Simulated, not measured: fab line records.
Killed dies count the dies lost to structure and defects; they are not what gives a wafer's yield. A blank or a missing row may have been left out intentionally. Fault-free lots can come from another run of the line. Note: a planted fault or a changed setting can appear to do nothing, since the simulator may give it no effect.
Split-lot experiment :: flow berkeley cmos170 :: on a route of 331 steps: 5 lots, 23 wafers read

ON THE SPLIT
At UCB170_SPACER_ANNEAL_02 (time 1800 s), the setting temp c was moved away from the recipe's 900 C on 10 of the 23 wafers read, by -1.5% to +2.6%. This setting was run at the recipe's value on the other wafers.

FROM THE SPLIT TO THE READING: what the file shows between them, 6 steps
- UCB170_NSD_PEB_04 (also split here: peb temp c)
- UCB170_NSD_DEVELOP_05: develop time 45 s
- UCB170_NSD_CD_MEAS_06: target cd 1200 nm
- UCB170_BACKSIDE_STRIP_03: strips in O2 (also split here: power w)
- UCB170_BACKSIDE_CLEAN_04: cleans in SPM, time 600 s
- UCB170_SDANNEAL_RTA_00: time 10 s

THE READING
Measured at UCB170_SDANNEAL_RS_MEAS_04 by four-point probe: PLDD_RS, in ohm/sq. On this fab line, fault-free wafers typically give 1030 ohm/sq with a standard deviation of 4.1 ohm/sq.

wafer: L076.1
tool, chamber at the split: -, -
temp c as run, C: 923.3
against the recipe: +2.6%
PLDD_RS, ohm/sq: 951
against lot-mates on the recipe: no lot-mate on the recipe

wafer: L076.2
tool, chamber at the split: -, -
temp c as run, C: 923.3
against the recipe: +2.6%
PLDD_RS, ohm/sq: 951
against lot-mates on the recipe: no lot-mate on the recipe

wafer: L076.4
tool, chamber at the split: -, -
temp c as run, C: 923.3
against the recipe: +2.6%
PLDD_RS, ohm/sq: 951
against lot-mates on the recipe: no lot-mate on the recipe

wafer: L076.5
tool, chamber at the split: -, -
temp c as run, C: 923.3
against the recipe: +2.6%
PLDD_RS, ohm/sq: 952
against lot-mates on the recipe: no lot-mate on the recipe

wafer: L076.6
tool, chamber at the split: -, -
temp c as run, C: 923.3
against the recipe: +2.6%
PLDD_RS, ohm/sq: 952
against lot-mates on the recipe: no lot-mate on the recipe

wafer: L078.1
tool, chamber at the split: -, -
temp c as run, C: 900
against the recipe: recipe
PLDD_RS, ohm/sq: 1030
against lot-mates on the recipe: -

wafer: L078.2
tool, chamber at the split: -, -
temp c as run, C: 900
against the recipe: recipe
PLDD_RS, ohm/sq: 1034
against lot-mates on the recipe: -

wafer: L078.3
tool, chamber at the split: -, -
temp c as run, C: 900
against the recipe: recipe
PLDD_RS, ohm/sq: 1032
against lot-mates on the recipe: -

wafer: L078.5
tool, chamber at the split: -, -
temp c as run, C: 900
against the recipe: recipe
PLDD_RS, ohm/sq: 1032
against lot-mates on the recipe: -

wafer: L078.6
tool, chamber at the split: -, -
temp c as run, C: 900
against the recipe: recipe
PLDD_RS, ohm/sq: 1030
against lot-mates on the recipe: -

wafer: L079.1
tool, chamber at the split: furnace-02, 0
temp c as run, C: 900
against the recipe: recipe
PLDD_RS, ohm/sq: 1025
against lot-mates on the recipe: -

wafer: L079.4
tool, chamber at the split: furnace-02, 0
temp c as run, C: 900
against the recipe: recipe
PLDD_RS, ohm/sq: 1021
against lot-mates on the recipe: -

wafer: L079.6
tool, chamber at the split: furnace-02, 0
temp c as run, C: 900
against the recipe: recipe
PLDD_RS, ohm/sq: 1025
against lot-mates on the recipe: -

wafer: L082.2
tool, chamber at the split: -, -
temp c as run, C: 900
against the recipe: recipe
PLDD_RS, ohm/sq: 1032
against lot-mates on the recipe: -

wafer: L082.3
tool, chamber at the split: -, -
temp c as run, C: 900
against the recipe: recipe
PLDD_RS, ohm/sq: 1035
against lot-mates on the recipe: -

wafer: L082.4
tool, chamber at the split: -, -
temp c as run, C: 900
against the recipe: recipe
PLDD_RS, ohm/sq: 1037
against lot-mates on the recipe: -

wafer: L082.5
tool, chamber at the split: -, -
temp c as run, C: 900
against the recipe: recipe
PLDD_RS, ohm/sq: 1038
against lot-mates on the recipe: -

wafer: L082.6
tool, chamber at the split: -, -
temp c as run, C: 900
against the recipe: recipe
PLDD_RS, ohm/sq: 1036
against lot-mates on the recipe: -

wafer: L084.1
tool, chamber at the split: -, -
temp c as run, C: 886.1
against the recipe: -1.5%
PLDD_RS, ohm/sq: 1082
against lot-mates on the recipe: no lot-mate on the recipe

wafer: L084.2
tool, chamber at the split: -, -
temp c as run, C: 886.1
against the recipe: -1.5%
PLDD_RS, ohm/sq: 1084
against lot-mates on the recipe: no lot-mate on the recipe

wafer: L084.3
tool, chamber at the split: -, -
temp c as run, C: 886.1
against the recipe: -1.5%
PLDD_RS, ohm/sq: 1081
against lot-mates on the recipe: no lot-mate on the recipe

wafer: L084.4
tool, chamber at the split: -, -
temp c as run, C: 886.1
against the recipe: -1.5%
PLDD_RS, ohm/sq: 1083
against lot-mates on the recipe: no lot-mate on the recipe

wafer: L084.5
tool, chamber at the split: -, -
temp c as run, C: 886.1
against the recipe: -1.5%
PLDD_RS, ohm/sq: 1084
against lot-mates on the recipe: no lot-mate on the recipe

FIT RESULTS
A straight line over all 23 wafers: PLDD_RS changes by -31.6 ohm/sq for each +1% of temp c; r = -1.00; the points scatter about the line by 4.1 ohm/sq.
Too few moved wafers have a lot-mate on the recipe to fit a line with each lot's own level taken away.

FILE'S OWN FIT
PLDD_RS changes by -31.6 ohm/sq for each +1% of temp c, r = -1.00.
